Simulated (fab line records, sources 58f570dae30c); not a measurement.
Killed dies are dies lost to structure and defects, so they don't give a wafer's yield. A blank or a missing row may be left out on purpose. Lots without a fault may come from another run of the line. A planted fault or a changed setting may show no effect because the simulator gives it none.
Chamber matching | flow berkeley_cmos170 | UCB170_V1_CMP_02 on cmp-02: 4 sister chambers
The step polishes SiO2. 8 wafers are shown with their chamber, then 7 later ones without.

WAFERS WITH THEIR CHAMBER
wafer  | chamber | motor_current_A (A)
L675.2 | 1       | 15.4
L681.4 | 2       | 15.6
L682.1 | 0       | 17.9
L685.1 | 0       | 17.5
L685.4 | 2       | 15.3
L685.6 | 1       | 14.6
L693.4 | 3       | 14.6
L693.5 | 3       | 15.1

WAFERS WITHOUT THEIR CHAMBER
wafer  | motor_current_A (A)
L693.6 | 18.3
L695.3 | 15.3
L695.4 | 15.2
L695.6 | 17.5
L698.1 | 15.0
L698.3 | 16.2
L698.4 | 17.8

WHICH CHAMBER EACH WENT THROUGH
wafer  | from the rows above               | in truth
L693.6 | 0                                 | 0
L695.3 | can't be placed: 2 or 1 or 3      | 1
L695.4 | can't be placed: 1 or 2 or 3      | 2
L695.6 | 0                                 | 0
L698.1 | can't be placed: 1 or 3 or 2      | 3
L698.3 | can't be placed: 2 or 1 or 3 or 0 | 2
L698.4 | 0                                 | 0
Placed correctly: 3 of 7. Can't be placed from these rows: 4 (the true chamber is among the candidates in 4). Placed wrongly: 0.
How it was worked out, from the rows above alone: a wafer's distance from a chamber is the root of the sum, over the readings, of the square of ((its reading less the chamber's mean) divided by the reading's scatter). The wafer belongs to the nearest chamber; if the next one is less than 2 further off, it can't be placed. A chamber's mean is the mean of its shown wafers. The scatter: the root of (the sum of the squares of (reading less its chamber's mean) over the shown wafers, divided by (wafers less chambers)).
